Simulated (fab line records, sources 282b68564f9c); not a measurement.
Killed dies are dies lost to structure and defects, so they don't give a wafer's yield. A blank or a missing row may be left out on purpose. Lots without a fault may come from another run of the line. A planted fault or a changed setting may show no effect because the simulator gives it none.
fab line records | flow rit_cmos
record lots=7 wafers=21 last_day=7
route steps=202 shown REOX@99 NLDD@103 PLDD@114 SPACER@125 NSD@131 M1@202
lots that met no fault: from a run of the same line without faults
start_h: hours from the record's first day to the start of the lot's first wafer shown | wait_h: hours since the lot's step before | " the same as in the row above | L1.1+2: a row that stands for several wafers | - no value, or no start given | * or withheld: withheld | < > ~ a bound
route shown NAME@n: a module of which the file shows steps, and the number in the route of the first | usual: mean/standard deviation of fault-free wafers | same: alike in all rows | chamber/n: place in a boat | sites: the reading at each site | _std_site: their standard deviation | _edge_site: outer sites' mean less inner sites' | radius_mm: how far each site lies from the wafer's centre | mask NAME#n: copy n | behind: the tool/chamber that last shaped the wafer | hold: why the lot was held/for how many hours/how that ended | device: the transistor (n, p or np) that didn't switch | end of line: the same wafers' tests at the end of the route | a step without rows: its recipe alone | killed: dies lost to structure and defects at the first sort, not the wafer's yield | map: a wafer's dies, x killed, . not, _ none there
set.NAME: the setting as run; set.NAME@STEP: as run at that earlier step | model.NAME: the simulator's own value behind a step, which no gauge read
lots at some steps of the route; a table a step, a row a wafer
services: from which hour (start_h, from the record's first day; less than 0 if before it) a tool's chamber was out of use, for how many hours, and why
## steps
# step RIT_REOX_CLEAN_01
# recipe chemistry=dHF dilution=50:1 time_s=30
# step RIT_REOX_CLEAN_02
# recipe chemistry=SC2 mix=3:3:50 time_s=600 temp_c=75 dry=n2_spin
# step RIT_REOX_OXIDATION_03
# recipe temp_c=900 ambient=O2 target_thk_a=252 ox_time_s=5580
# step RIT_REOX_THK_MEAS_04
# recipe reads=SiO2_of_REOX_OXIDATION_03
# usual REOX_OXIDE_THK=25.1/0.41
# columns lot.wafer tool chamber start_h wait_h REOX_OXIDE_THK[nm]
L363.1 film_metro-04 - 68.72 0.0 25.2
L363.4 " - " " 25.4
L363.5 " - " " 25.0
L370.1 film_metro-03 - 102.99 0.0 25.4
L370.4 " - " " 25.3
L370.5 " - " " 25.2
L371.4 film_metro-03 - 106.48 0.0 25.6
L371.5 " - " " 25.2
L371.6 " - " " 25.2
L372.1 film_metro-04 - 110.10 0.0 25.3
L372.4 " - " " 25.1
L372.6 " - " " 25.1
L373.4 film_metro-01 - 116.85 0.0 25.1
L373.5 " - " " 24.6
L373.6 " - " " 24.8
L381.1 film_metro-03 - 156.00 0.0 25.3
L381.2 " - " " 25.7
L381.4 " - " " 25.1
L382.3 film_metro-04 - 156.02 0.0 25.1
L382.5 " - " " 25.2
L382.6 " - " " 25.1
# step RIT_NLDD_HMDS_00
# recipe prime_time_s=60 prime_temp_c=140
# step RIT_NLDD_COAT_01
# recipe resist=NOVOLAK spin_rpm=3250 resist_thk_nm=1000
# step RIT_NLDD_SOFTBAKE_02
# recipe resist=NOVOLAK temp_c=90 time_s=60
# step RIT_NLDD_EXPOSE_03
# recipe mask_id=M7 na=0.57 target_cd_nm=40700 dose_mj=250
# step RIT_NLDD_PEB_04
# recipe resist=NOVOLAK temp_c=withheld time_s=withheld
# step RIT_NLDD_DEVELOP_05
# recipe resist=NOVOLAK develop_time_s=50 dev_temp_c=23
# step RIT_NLDD_OVL_MEAS_06
# usual NLDD_OVL=0.2/1.2
# columns lot.wafer tool chamber start_h wait_h NLDD_OVL[nm]
L363.1 overlay-02 - 69.63 - -1.8
L363.4 " - " " -1.9
L363.5 " - " " -1.7
L370.1 overlay-01 - 103.90 - 0.1
L370.4 " - " " 1.5
L370.5 " - " " 1.0
L371.4 overlay-02 - 107.38 - 1.6
L371.5 " - " " -0.7
L371.6 " - " " -1.4
L372.1 overlay-02 - 111.09 - 0.5
L372.4 " - " " 0.5
L372.6 " - " " -0.6
L373.4 overlay-02 - 117.75 - 2.0
L373.5 " - " " 2.3
L373.6 " - " " 1.0
L381.1 overlay-01 - 157.11 - -2.1
L381.2 " - " " -1.5
L381.4 " - " " 0.4
L382.3 overlay-02 - 157.24 - 0.4
L382.5 " - " " 2.1
L382.6 " - " " -2.1
# step RIT_NLDD_HARDBAKE_07
# recipe resist=NOVOLAK temp_c=140 time_s=60
# step RIT_NLDD_IMPLANT_08
# recipe species=P energy_kev=20 dose_cm2=5e+14 tilt_deg=7
# usual beam_energy_keV=20.000/0.0057 end_station_pressure_torr=6.2e-06/3e-07
# columns lot.wafer tool chamber start_h wait_h beam_energy_keV end_station_pressure_torr model.implant.rp_nm model.implant.drp_nm
L363.1 implanter-01 0 69.82 0.1 20.006 6.3e-06 27.47 12.97
L363.4 " 0 " " 20.008 6.3e-06 27.47 12.97
L363.5 " 0 " " 20.005 6.7e-06 27.47 12.97
L370.1 implanter-01 0 104.08 0.1 19.997 6.5e-06 27.35 12.97
L370.4 " 0 " " 20.000 6.3e-06 27.35 12.97
L370.5 " 0 " " 19.996 6.5e-06 27.35 12.97
L371.4 implanter-01 0 107.62 0.1 16.390 6.3e-06 24.32 11.51
L371.5 " 0 " " 16.411 6.5e-06 24.32 11.51
L371.6 " 0 " " 16.400 5.8e-06 24.32 11.51
L372.1 implanter-01 0 111.30 0.1 16.398 6e-06 23.83 11.51
L372.4 " 0 " " 16.401 6.4e-06 23.83 11.51
L372.6 " 0 " " 16.399 6.6e-06 23.83 11.51
L373.4 implanter-01 0 117.99 0.1 16.397 6.2e-06 23.9 11.51
L373.5 " 0 " " 16.397 6.7e-06 23.9 11.51
L373.6 " 0 " " 16.405 5.9e-06 23.9 11.51
L381.1 implanter-02 0 157.30 0.1 20.008 6.6e-06 27.9 12.97
L381.2 " 0 " " 19.997 6.2e-06 27.9 12.97
L381.4 " 0 " " 19.993 6.4e-06 27.9 12.97
L382.3 implanter-04 0 157.46 0.1 20.003 6.2e-06 27.48 12.97
L382.5 " 0 " " 20.003 6.3e-06 27.48 12.97
L382.6 " 0 " " 19.994 6e-06 27.48 12.97
# step RIT_NLDD_STRIP_09
# recipe chemistry=O2 time_s=180 resist=NOVOLAK platen_temp_c=withheld power_w=500 pressure_mtorr=4000 o2_flow_sccm=4000
# usual drypump_motor_current_A=5.93/0.18
# columns lot.wafer tool chamber start_h wait_h drypump_motor_current_A rf_hours_counter_h
L363.1 plasma_asher-01 0 69.97 0.1 5.59 38
L363.4 " 1 " " 6.06 -
L363.5 " 1 " " 6.07 -
L370.1 plasma_asher-02 0 104.23 0.1 5.96 46
L370.4 " 0 " " 5.96 -
L370.5 " 0 " " 5.95 -
L371.4 plasma_asher-02 1 107.75 0.1 5.85 -
L371.5 " 0 " " 5.98 -
L371.6 " 1 " " 5.84 -
L372.1 plasma_asher-02 1 111.45 0.1 5.87 47
L372.4 " 0 " " 5.96 -
L372.6 " 1 " " 5.88 -
L373.4 plasma_asher-01 0 118.13 0.1 5.58 -
L373.5 " 1 " " 6.09 -
L373.6 " 0 " " 5.58 -
L381.1 plasma_asher-01 1 157.45 0.1 6.07 5
L381.2 " 0 " " 5.57 5
L381.4 " 1 " " 6.05 -
L382.3 plasma_asher-02 1 157.62 0.1 5.86 -
L382.5 " 1 " " 5.89 -
L382.6 " 0 " " 5.98 -
# step RIT_NLDD_TW_MEAS_10
# usual NLDD_TW=2493/21
# columns lot.wafer tool chamber start_h wait_h NLDD_TW
L363.1 film_metro-03 - 70.14 0.1 2527
L363.4 " - " " 2515
L363.5 " - " " 2519
L370.1 film_metro-01 - 104.41 0.1 2493
L370.4 " - " " 2490
L370.5 " - " " 2499
L371.4 film_metro-02 - 108.01 0.2 2350
L371.5 " - " " 2341
L371.6 " - " " 2340
L372.1 film_metro-02 - 111.63 0.1 2341
L372.4 " - " " 2343
L372.6 " - " " 2349
L373.4 film_metro-03 - 118.27 0.1 2391
L373.5 " - " " 2389
L373.6 " - " " 2390
L381.1 film_metro-03 - 157.62 0.1 2504
L381.2 " - " " 2508
L381.4 " - " " 2508
L382.3 film_metro-01 - 157.76 0.1 2495
L382.5 " - " " 2478
L382.6 " - " " 2481
# step RIT_PLDD_HMDS_00
# recipe prime_time_s=60 prime_temp_c=140
# step RIT_PLDD_COAT_01
# recipe resist=NOVOLAK spin_rpm=3250 resist_thk_nm=1000
# step RIT_PLDD_SOFTBAKE_02
# recipe resist=NOVOLAK temp_c=90 time_s=60
# step RIT_PLDD_EXPOSE_03
# recipe mask_id=M8 na=0.57 target_cd_nm=40900 dose_mj=250
# step RIT_PLDD_PEB_04
# recipe resist=NOVOLAK temp_c=withheld time_s=withheld
# step RIT_PLDD_DEVELOP_05
# recipe resist=NOVOLAK develop_time_s=50 dev_temp_c=23
# step RIT_PLDD_OVL_MEAS_06
# usual PLDD_OVL=1.0/1.6
# columns lot.wafer tool chamber start_h wait_h PLDD_OVL[nm]
L363.1 overlay-01 - 71.05 - 2.6
L363.4 " - " " 2.2
L363.5 " - " " 2.5
L370.1 overlay-02 - 105.32 - -1.7
L370.4 " - " " -2.3
L370.5 " - " " -1.7
L371.4 overlay-02 - 108.91 - 2.0
L371.5 " - " " 0.4
L371.6 " - " " 0.9
L372.1 overlay-02 - 112.77 - 0.2
L372.4 " - " " 0.9
L372.6 " - " " 0.7
L373.4 overlay-01 - 119.17 - 3.2
L373.5 " - " " 2.6
L373.6 " - " " 3.9
L381.1 overlay-02 - 158.81 - 0.5
L381.2 " - " " -0.4
L381.4 " - " " 2.2
L382.3 overlay-01 - 158.86 - 2.2
L382.5 " - " " 2.6
L382.6 " - " " 0.8
# step RIT_PLDD_HARDBAKE_07
# recipe resist=NOVOLAK temp_c=140 time_s=60
# step RIT_PLDD_IMPLANT_08
# recipe species=BF2 energy_kev=20 dose_cm2=9e+14 tilt_deg=7
# step RIT_PLDD_STRIP_09
# recipe chemistry=O2 time_s=180 resist=NOVOLAK platen_temp_c=withheld power_w=500 pressure_mtorr=4000 o2_flow_sccm=4000
# usual drypump_motor_current_A=5.88/0.24
# columns lot.wafer tool chamber start_h wait_h drypump_motor_current_A rf_hours_counter_h
L363.1 plasma_asher-04 1 71.39 0.1 5.56 28
L363.4 " 0 " " 6.28 -
L363.5 " 0 " " 6.28 -
L370.1 plasma_asher-01 0 105.65 0.1 5.61 43
L370.4 " 0 " " 5.57 -
L370.5 " 1 " " 6.05 -
L371.4 plasma_asher-04 1 109.35 0.1 5.56 -
L371.5 " 0 " " 6.30 -
L371.6 " 1 " " 5.61 -
L372.1 plasma_asher-04 1 113.11 0.1 5.54 32
L372.4 " 0 " " 6.30 -
L372.6 " 0 " " 6.32 -
L373.4 plasma_asher-01 0 119.55 0.1 5.58 -
L373.5 " 1 " " 6.05 -
L373.6 " 0 " " 5.54 -
L381.1 plasma_asher-01 0 159.15 0.1 5.54 5
L381.2 " 1 " " 6.05 5
L381.4 " 0 " " 5.56 -
L382.3 plasma_asher-02 1 159.26 0.2 5.83 -
L382.5 " 1 " " 5.83 -
L382.6 " 0 " " 5.95 -
# step RIT_PLDD_TW_MEAS_10
# usual PLDD_TW=2353/18
# columns lot.wafer tool chamber start_h wait_h PLDD_TW
L363.1 film_metro-03 - 71.56 0.1 2376
L363.4 " - " " 2360
L363.5 " - " " 2381
L370.1 film_metro-03 - 105.83 0.1 2383
L370.4 " - " " 2381
L370.5 " - " " 2378
L371.4 film_metro-03 - 109.50 0.1 2388
L371.5 " - " " 2379
L371.6 " - " " 2373
L372.1 film_metro-01 - 113.29 0.1 2357
L372.4 " - " " 2367
L372.6 " - " " 2348
L373.4 film_metro-01 - 119.69 0.1 2350
L373.5 " - " " 2342
L373.6 " - " " 2350
L381.1 film_metro-02 - 159.32 0.1 2338
L381.2 " - " " 2329
L381.4 " - " " 2343
L382.3 film_metro-03 - 159.40 0.1 2366
L382.5 " - " " 2360
L382.6 " - " " 2353
# step RIT_SPACER_CLEAN_00
# recipe chemistry=SC1 mix=3:3:50 time_s=600 temp_c=75
# step RIT_SPACER_CLEAN_01
# recipe chemistry=dHF dilution=50:1 time_s=30
# step RIT_SPACER_CLEAN_02
# recipe chemistry=SC2 mix=3:3:50 time_s=600 temp_c=75 dry=n2_spin
# step RIT_SPACER_CVD_03
# recipe material=Si3N4 target_thk_nm=250 temp_c=810 precursor=SiH2Cl2/NH3 time_s=3300 pressure_mtorr=300 sih2cl2_flow_sccm=60 nh3_flow_sccm=150
# step RIT_SPACER_THK_MEAS_04
# recipe reads=Si3N4_of_SPACER_CVD_03
# usual SPACER_NITRIDE_THK=250.7/2.1
# columns lot.wafer tool chamber start_h wait_h SPACER_NITRIDE_THK[nm]
L363.1 film_metro-03 - 74.08 0.0 248.5
L363.4 " - " " 249.3
L363.5 " - " " 248.3
L370.1 film_metro-02 - 108.36 0.0 250.5
L370.4 " - " " 251.7
L370.5 " - " " 251.6
L371.4 film_metro-02 - 112.84 0.0 247.6
L371.5 " - " " 246.7
L371.6 " - " " 246.4
L372.1 film_metro-04 - 115.70 0.0 250.7
L372.4 " - " " 250.6
L372.6 " - " " 251.2
L373.4 film_metro-04 - 122.09 0.0 252.9
L373.5 " - " " 251.1
L373.6 " - " " 252.9
L381.1 film_metro-03 - 161.70 0.0 249.6
L381.2 " - " " 249.9
L381.4 " - " " 251.9
L382.3 film_metro-02 - 162.53 0.0 249.2
L382.5 " - " " 251.3
L382.6 " - " " 249.0
# step RIT_SPACER_ETCHBACK_05
# recipe target_depth_a=2500 SF6_flow_sccm=30 CHF3_flow_sccm=30 target=Si3N4 chemistry=SF6/CHF3 pressure_mtorr=40 rf_w=250 time_s=240 stop_on=SiO2
# usual drypump_motor_current_A=6.0/0.49 oes_product_au=0.846/0.011 throttle_valve_pct=10.22/0.15
# columns lot.wafer tool chamber start_h wait_h drypump_motor_current_A oes_product_au rf_hours_counter_h throttle_valve_pct
L363.1 rie_diel-03 2 74.14 0.1 6.5 0.846 82 10.09
L363.4 " 0 " " 6.7 0.859 4 10.20
L363.5 " 0 " " 6.7 0.851 - 10.21
L370.1 rie_diel-01 2 108.42 0.1 5.6 0.827 32 10.52
L370.4 " 1 " " 5.7 0.839 6 10.10
L370.5 " 0 " " 6.3 0.856 - 9.99
L371.4 rie_diel-01 3 112.87 0.0 6.0 0.832 144 10.33
L371.5 " 0 " " 6.3 0.843 - 9.98
L371.6 " 3 " " 6.0 0.831 - 10.33
L372.1 rie_diel-03 0 115.76 0.1 6.7 0.864 5 10.21
L372.4 " 2 " " 6.5 0.855 83 10.06
L372.6 " 1 " " 6.0 0.839 - 10.33
L373.4 rie_diel-03 3 122.12 0.0 5.3 0.851 124 10.17
L373.5 " 1 " " 6.0 0.836 - 10.33
L373.6 " 0 " " 6.7 0.865 - 10.21
L381.1 rie_diel-02 2 161.76 0.1 6.7 0.825 146 10.19
L381.2 " 3 " " 5.1 0.856 69 10.19
L381.4 " 1 " " 5.6 0.850 39 10.37
L382.3 rie_diel-03 0 162.57 0.0 6.7 0.859 6 10.22
L382.5 " 0 " " 6.7 0.860 - 10.21
L382.6 " 3 " " 5.4 0.833 - 10.19
# step RIT_NSD_HMDS_00
# recipe prime_time_s=60 prime_temp_c=140
# step RIT_NSD_COAT_01
# recipe resist=NOVOLAK spin_rpm=3250 resist_thk_nm=1000
# step RIT_NSD_SOFTBAKE_02
# recipe resist=NOVOLAK temp_c=90 time_s=60
# step RIT_NSD_EXPOSE_03
# recipe mask_id=M9 na=0.57 target_cd_nm=40700 dose_mj=250
# step RIT_NSD_PEB_04
# recipe resist=NOVOLAK temp_c=withheld time_s=withheld
# step RIT_NSD_DEVELOP_05
# recipe resist=NOVOLAK develop_time_s=50 dev_temp_c=23
# step RIT_NSD_OVL_MEAS_06
# usual NSD_OVL=-0.8/1.2
# columns lot.wafer tool chamber start_h wait_h NSD_OVL[nm]
L363.1 overlay-01 - 75.27 - 0.1
L363.4 " - " " -0.9
L363.5 " - " " 0.4
L370.1 overlay-01 - 109.55 - 0.0
L370.4 " - " " -0.8
L370.5 " - " " 0.5
L371.4 overlay-02 - 113.88 - -1.4
L371.5 " - " " -1.9
L371.6 " - " " -0.6
L372.1 overlay-02 - 116.76 - -1.9
L372.4 " - " " -2.3
L372.6 " - " " -1.2
L373.4 overlay-01 - 123.26 - 0.8
L373.5 " - " " -0.7
L373.6 " - " " -1.8
L381.1 overlay-02 - 162.88 - -0.8
L381.2 " - " " -1.8
L381.4 " - " " -0.7
L382.3 overlay-01 - 163.71 - -1.3
L382.5 " - " " -2.7
L382.6 " - " " -1.6
# step RIT_NSD_HARDBAKE_07
# recipe resist=NOVOLAK temp_c=140 time_s=60
# step RIT_NSD_IMPLANT_08
# recipe species=P energy_kev=25 dose_cm2=1e+15 tilt_deg=7
# step RIT_NSD_STRIP_09
# recipe chemistry=O2 time_s=180 resist=NOVOLAK platen_temp_c=withheld power_w=500 pressure_mtorr=4000 o2_flow_sccm=4000
# usual drypump_motor_current_A=5.93/0.29
# columns lot.wafer tool chamber start_h wait_h drypump_motor_current_A rf_hours_counter_h
L363.1 plasma_asher-04 0 75.80 0.1 6.25 28
L363.4 " 0 " " 6.28 -
L363.5 " 0 " " 6.27 -
L370.1 plasma_asher-04 0 109.88 0.1 6.30 31
L370.4 " 1 " " 5.59 -
L370.5 " 1 " " 5.61 -
L371.4 plasma_asher-03 0 114.26 0.1 5.96 -
L371.5 " 0 " " 5.96 -
L371.6 " 1 " " 6.29 -
L372.1 plasma_asher-04 1 117.09 0.1 5.56 33
L372.4 " 0 " " 6.31 -
L372.6 " 0 " " 6.33 -
L373.4 plasma_asher-04 0 123.64 0.1 6.31 -
L373.5 " 0 " " 6.27 -
L373.6 " 1 " " 5.59 -
L381.1 plasma_asher-01 0 163.22 0.1 5.58 5
L381.2 " 1 " " 6.09 5
L381.4 " 0 " " 5.60 -
L382.3 plasma_asher-01 1 164.09 0.1 6.09 -
L382.5 " 1 " " 6.08 -
L382.6 " 0 " " 5.55 -
# step RIT_SDANNEAL_RS_MEAS_07
# recipe thk_meas_gauge=four-point-probe
# usual NLDD_RS=151.9/0.53
# columns lot.wafer tool chamber start_h wait_h NLDD_RS[ohm/sq]
L363.1 film_metro-02 - 78.43 0.1 152.1
L363.4 " - " " 151.9
L363.5 " - " " 151.6
L370.1 film_metro-03 - 112.34 0.1 152.2
L370.4 " - " " 152.3
L370.5 " - " " 152.5
L371.4 film_metro-03 - 116.85 0.1 155.5
L371.5 " - " " 155.6
L371.6 " - " " 155.6
L372.1 film_metro-02 - 119.93 0.1 155.6
L372.4 " - " " 155.1
L372.6 " - " " 154.6
L373.4 film_metro-03 - 126.24 0.1 155.6
L373.5 " - " " 155.4
L373.6 " - " " 155.1
L381.1 film_metro-02 - 165.66 0.1 151.4
L381.2 " - " " 151.7
L381.4 " - " " 151.4
L382.3 film_metro-02 - 166.68 0.1 151.1
L382.5 " - " " 151.0
L382.6 " - " " 151.2
# step RIT_M1_PROBE_99
# usual killed_at_contacts=0.1/0.31 killed_at_front_end=7/3 killed_dies=7/3 killed_open=3.2/1.9 killed_short=3.6/2.2
# same gross_dies=264 killed_at_M0_to_M3=0 killed_at_M4_up=0 killed_at_back_side=0 killed_at_other=0
# columns lot.wafer tool chamber start_h wait_h killed_at_contacts killed_at_front_end killed_dies killed_open killed_short model.etest.nmos_0p15.r_on_ohm_um model.etest.nmos_0p3.r_on_ohm_um model.etest.nldd.rs_ohm_sq model.etest.nmos_turned.drive_ua_um model.etest.nldd.line_ohm_um model.etest.nmos_0p15.drive_ua_um model.etest.nmos_0p15.swing_mv_dec model.etest.nmos_turned.isub_log10_a_um
L363.1 prober-02 - 85.66 0.1 0 5 5 3 2 1178 2150 380 309.2 120.3 448.7 84.66 -7.176
L363.4 prober-02 - 85.81 0.2 0 7 7 4 3 1160 2145 384.7 322.3 120 457.6 84.25 -7.221
L363.5 prober-02 - 85.86 0.2 0 7 7 2 5 1126 2110 373.3 323.4 118 465.7 85.04 -7.241
L370.1 prober-01 - 119.42 0.1 0 4 4 1 3 1171 2169 386.5 319.9 120.9 459.1 85.42 -7.193
L370.4 prober-01 - 119.57 0.2 0 6 6 2 4 1141 2131 387.8 327.3 123.6 469 85.2 -7.124
L370.5 prober-01 - 119.62 0.2 0 4 4 0 2 1167 2175 380.8 328.4 121.4 454.7 85.36 -7.21
L371.4 prober-02 - 124.14 0.2 1 13 14 5 9 1297 2275 484.8 273.4 150.8 438.4 84.14 -7.379
L371.5 prober-02 - 124.19 0.2 0 6 6 5 1 1270 2223 471.2 284 147 445.4 84.79 -7.372
L371.6 prober-02 - 124.24 0.2 0 5 5 3 2 1268 2232 470 287.4 148.8 446.8 84.42 -7.302
L372.1 prober-01 - 127.11 0.1 0 13 13 6 7 1270 2313 490.7 256.7 154.5 422.4 84.55 -7.397
L372.4 prober-01 - 127.26 0.2 1 10 11 6 5 1290 2313 482.1 257.6 151.8 416.5 84.72 -7.415
L372.6 prober-01 - 127.36 0.2 0 2 2 2 0 1268 2289 487.3 262.2 154 421.9 84.53 -7.414
L373.4 prober-02 - 133.94 0.2 0 8 8 2 6 1248 2270 483.3 266.8 150.1 423.9 84.59 -7.279
L373.5 prober-02 - 133.99 0.2 0 5 5 1 4 1217 2221 466.5 281 145.9 433.2 84.4 -7.421
L373.6 prober-02 - 134.04 0.2 1 7 8 3 5 1204 2224 471.1 274.9 148.3 428.6 84.59 -7.321
L381.1 prober-02 - 172.72 0.1 0 6 6 5 1 1125 2158 372.8 324.4 118.3 467.1 85.96 -7.213
L381.2 prober-02 - 172.77 0.1 0 4 4 3 1 1111 2149 378.6 320.1 121.8 475.6 86.11 -7.125
L381.4 prober-02 - 172.87 0.2 0 4 4 2 2 1130 2149 367.6 329.3 115.1 472.3 85.73 -7.151
L382.3 prober-01 - 174.32 0.2 0 8 8 3 5 1136 2156 376.5 326.2 118.2 465.5 85.62 -7.089
L382.5 prober-01 - 174.42 0.2 0 11 11 6 5 1134 2140 376.4 327.2 118.3 466.6 85.33 -7.14
L382.6 prober-01 - 174.47 0.2 0 7 7 2 5 1152 2152 376.6 325.5 116.4 462.6 85.35 -7.239
# killed by level:class
L363.1 FOX2:geometric_particle:short=2 FOX1:geometric_particle:open=1 GATE:geometric_particle:open=1 SILICIDE:geometric_particle:open=1
L363.4 SPACER:geometric_particle:open=2 ACTIVE:geometric_particle:open=1 FOX1:geometric_particle:short=1 GATE:geometric_particle:short=1 SPACER:geometric_particle:short=1 SILICIDE:geometric_particle:open=1
L363.5 SPACER:geometric_particle:short=3 GATE:geometric_particle:open=2 GATE:geometric_particle:short=2
L370.1 GATE:geometric_particle:short=1 SPACER:geometric_particle:open=1 SPACER:geometric_particle:short=1 SILICIDE:geometric_particle:short=1
L370.4 FOX1:geometric_particle:short=1 GATE:geometric_particle:short=1 GATE:geometric_particle:open=1 SPACER:geometric_particle:short=1 SILICIDE:geometric_particle:open=1 SILICIDE:geometric_particle:short=1
L370.5 NSD:coat_microbubble_printed=2 GATE:geometric_particle:short=1 REOX:geometric_particle:short=1
L371.4 FOX2:geometric_particle:short=4 FOX1:geometric_particle:short=3 GATE:geometric_particle:short=2 FOX1:geometric_particle:open=1 FOX2:geometric_particle:open=1 GATE:geometric_particle:open=1 SILICIDE:geometric_particle:open=1 CONTACT:geometric_particle:open=1
L371.5 FOX1:geometric_particle:open=3 GATE:geometric_particle:open=1 REOX:geometric_particle:short=1 SPACER:geometric_particle:open=1
L371.6 GATE:geometric_particle:short=2 FOX2:geometric_particle:open=1 GATE:geometric_particle:open=1 REOX:geometric_particle:open=1
L372.1 GATE:geometric_particle:short=4 SPACER:geometric_particle:open=2 ACTIVE:geometric_particle:short=1 FOX2:geometric_particle:open=1 GATE:geometric_particle:open=1 REOX:geometric_particle:open=1 SPACER:geometric_particle:short=1 SILICIDE:geometric_particle:open=1
L372.4 FOX2:geometric_particle:open=2 GATE:geometric_particle:short=2 GATE:geometric_particle:open=2 SPACER:geometric_particle:short=2 SILICIDE:geometric_particle:open=2 CONTACT:geometric_particle:short=1
L372.6 GATE:geometric_particle:open=1 SPACER:geometric_particle:open=1
L373.4 GATE:geometric_particle:short=4 FOX1:geometric_particle:short=1 FOX2:geometric_particle:open=1 REOX:geometric_particle:short=1 REOX:geometric_particle:open=1
L373.5 FOX1:geometric_particle:short=3 GATE:geometric_particle:open=1 SILICIDE:geometric_particle:short=1
L373.6 FOX2:geometric_particle:short=2 SILICIDE:geometric_particle:open=2 GATE:geometric_particle:short=1 REOX:geometric_particle:short=1 SPACER:geometric_particle:open=1 CONTACT:geometric_particle:short=1
L381.1 GATE:geometric_particle:open=3 FOX2:geometric_particle:open=2 GATE:geometric_particle:short=1
L381.2 FOX1:geometric_particle:open=1 GATE:geometric_particle:short=1 GATE:geometric_particle:open=1 REOX:geometric_particle:open=1
L381.4 FOX1:geometric_particle:open=1 FOX1:geometric_particle:short=1 GATE:geometric_particle:short=1 GATE:geometric_particle:open=1
L382.3 GATE:geometric_particle:short=2 FOX1:geometric_particle:open=1 FOX2:geometric_particle:open=1 FOX2:geometric_particle:short=1 GATE:geometric_particle:open=1 REOX:geometric_particle:short=1 SPACER:geometric_particle:short=1
L382.5 FOX1:geometric_particle:open=4 FOX1:geometric_particle:short=2 GATE:geometric_particle:short=1 GATE:geometric_particle:open=1 REOX:geometric_particle:short=1 SPACER:geometric_particle:short=1 SILICIDE:geometric_particle:open=1
L382.6 REOX:geometric_particle:short=2 ACTIVE:geometric_particle:open=1 FOX1:geometric_particle:short=1 GATE:geometric_particle:short=1 REOX:geometric_particle:open=1 SPACER:geometric_particle:short=1
## services
# columns tool chamber start_h hours kind
rie_diel-02 1 50.83 7.6 repair
rie_diel-03 0 53.04 12.4 repair
rie_diel-01 2 54.92 3.1 repair
implanter-02 - 59.25 0.6 repair
implanter-02 - 65.39 2.6 repair
implanter-02 - 69.90 3.0 pm
plasma_asher-04 - 84.26 1.3 repair
implanter-02 - 87.89 6.9 repair
rie_diel-03 1 101.81 - clean
rie_diel-03 1 101.81 13.4 scheduled_down
plasma_asher-04 - 103.48 2.8 pm
rie_diel-02 3 105.16 7.2 repair
plasma_asher-01 - 108.75 9.0 pm
plasma_asher-01 0 108.75 9.0 vent_cycle
plasma_asher-01 1 108.75 9.0 vent_cycle
rie_diel-02 1 109.64 7.4 repair
implanter-04 - 111.99 1.2 repair
implanter-02 - 116.86 3.8 pm
plasma_asher-01 0 117.75 - clean
plasma_asher-01 1 117.75 - clean
implanter-04 - 134.68 5.6 repair
plasma_asher-03 - 147.35 23.8 pm
plasma_asher-04 - 158.75 0.6 repair
rie_diel-01 0 159.63 3.8 repair
## key
first_sign step=RIT_NLDD_IMPLANT_08 reading=beam_energy_keV direction=down sigmas=99+ usual=20.000 struck=16.400
effect step=RIT_NLDD_TW_MEAS_10 reading=NLDD_TW direction=down sigmas=6.4 usual=2493 struck=2359
effect step=RIT_SDANNEAL_RS_MEAS_07 reading=NLDD_RS direction=up sigmas=6.6 usual=151.9 struck=155.4
model_effect step=RIT_NLDD_IMPLANT_08 value=implant.rp_nm without=27.46 struck=24.02
model_effect step=RIT_M1_PROBE_99 value=etest.nmos_0p15.r_on_ohm_um without=1136 struck=1259
met_at RIT_NLDD_IMPLANT_08
struck_wafers L371.4,L371.5,L371.6,L372.1,L372.4,L372.6,L373.4,L373.5,L373.6
tester_left_out L371,L372,L373
onset_between 104.08 107.62
fault kind=process_parameter_drift tool=implanter-01 chamber=- onset_h=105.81 steps=RIT_NLDD_IMPLANT_08 channel=energy_kev offset=-3.6 shape=step end_h=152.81 acts_in=these_recipes_only stated=20
# tester_left_out: of these lots the tester's yield and bins aren't shown, on N5 and GAA mostly nor the transistor test; their killed dies are dies lost to structure and defects alone, not to doping, threshold or leakage, so they don't give the yield
